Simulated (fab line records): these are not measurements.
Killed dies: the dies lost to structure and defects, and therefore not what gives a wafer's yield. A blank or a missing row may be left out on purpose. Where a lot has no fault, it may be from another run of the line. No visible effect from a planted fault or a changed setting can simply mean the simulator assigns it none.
One fault seen from 2 desks	flow berkeley-cmos170	each desk has only its own numbers; what lay behind them comes last

## THE METROLOGY DESK
Lot by lot, what the gauges showed, no matter which tool ran the lot: averages of those sampled wafers that carry a number. If a lot's mean is further than 4 standard deviations from the usual mean, the lot is out of limits and carries the mark OUT (the distance appears in the brackets).
Columns: A = PWELL_NITRIDE_THK at UCB170_PWELL_THK_MEAS_06, usual 220.2 nm; B = cd-nm at UCB170_NSD_CD_MEAS_06, usual 1199.4 nm; C = cd-nm at UCB170_CONTACT_CD_MEAS_15, usual 699.8 nm; D = cd-nm at UCB170_CONTACT_CD_MEAS_90, usual 699.8 nm
lot	first seen here	A	B	C	D
L236	day 3 02:39	218.8	1198.7	699.7	700.0
L238	day 3 11:59	220.0	1199.2	699.3	699.1
L237	day 3 12:00	219.1	1198.8	699.1	699.0
L241	day 4 02:59	219.8	1199.3	697.2	696.8
L239	day 4 03:01	219.5	1201.4	700.0	700.2
L242	day 4 07:37	219.5	1198.1	698.7	698.5
L243	day 4 15:41	222.7	1200.1	699.6	700.1
L244	day 4 15:41	222.3	1200.3	701.4	701.8
L245	day 4 15:44	222.1	1197.6	700.0	699.7
L246	day 5 02:43	219.2	1200.0	700.2	700.3
L248	day 5 13:17	219.9	1198.5	698.3	697.7
L252	day 6 18:14	294.3 (+39) OUT	1199.6	699.7	700.9
L253	day 6 18:14	296.3 (+40) OUT	1197.0	699.4	699.4
L256	day 7 10:03	218.3	1201.6	699.2	699.6
This desk's finding: out of limits on L252, L253; first on L252, day 6 18:14 (PWELL_NITRIDE_THK at UCB170_PWELL_THK_MEAS_06). L236, L238, L237, L241, L239, L242, L243, L244, L245, L246, L248, L256: within limits.

## THE TOOL OWNER'S DESK: lpcvd-02
The tool's own readings at UCB170_PWELL_CVD_05 (deposits Si3N4 from SiH2Cl2/NH3, target thk 220 nm, time 3300 s): means of the sampled wafers that have a number, for each lot that ran on this tool. If a lot's mean is further than 4 standard deviations from the usual mean, the lot is out of limits and carries the mark OUT (the distance appears in the brackets).
Columns: A = susceptor-temp-C at UCB170_PWELL_CVD_05, usual 800.0 C
lot	first seen here	A
L236	day 3 00:43	799.8
L243	day 4 13:45	800.0
L244	day 4 13:45	799.8
L245	day 4 13:45	800.3
L246	day 5 00:47	799.9
L248	day 5 11:21	799.6
L252	day 6 16:19	800.2
L253	day 6 16:19	800.0
Result from this desk: across the 8 lots, nothing is out of limits.

## TAKEN TOGETHER
The metrology desk could have raised an alarm at day 6 18:14, on L252, L253.
Nothing out of limits was seen by the tool owner's desk.
On record at the tool owner's desk: L252, L253, within its limits.
The lots listed all ran UCB170_PWELL_CVD_05 on lpcvd-02.

## WHAT THE SIMULATOR HAD PUT IN
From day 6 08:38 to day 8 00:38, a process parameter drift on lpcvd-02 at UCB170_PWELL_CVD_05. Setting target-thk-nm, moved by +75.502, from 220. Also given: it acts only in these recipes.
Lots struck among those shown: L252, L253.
Per desk, hours elapsed from the start of the fault to the first reading out of limits: for the metrology desk, 10.
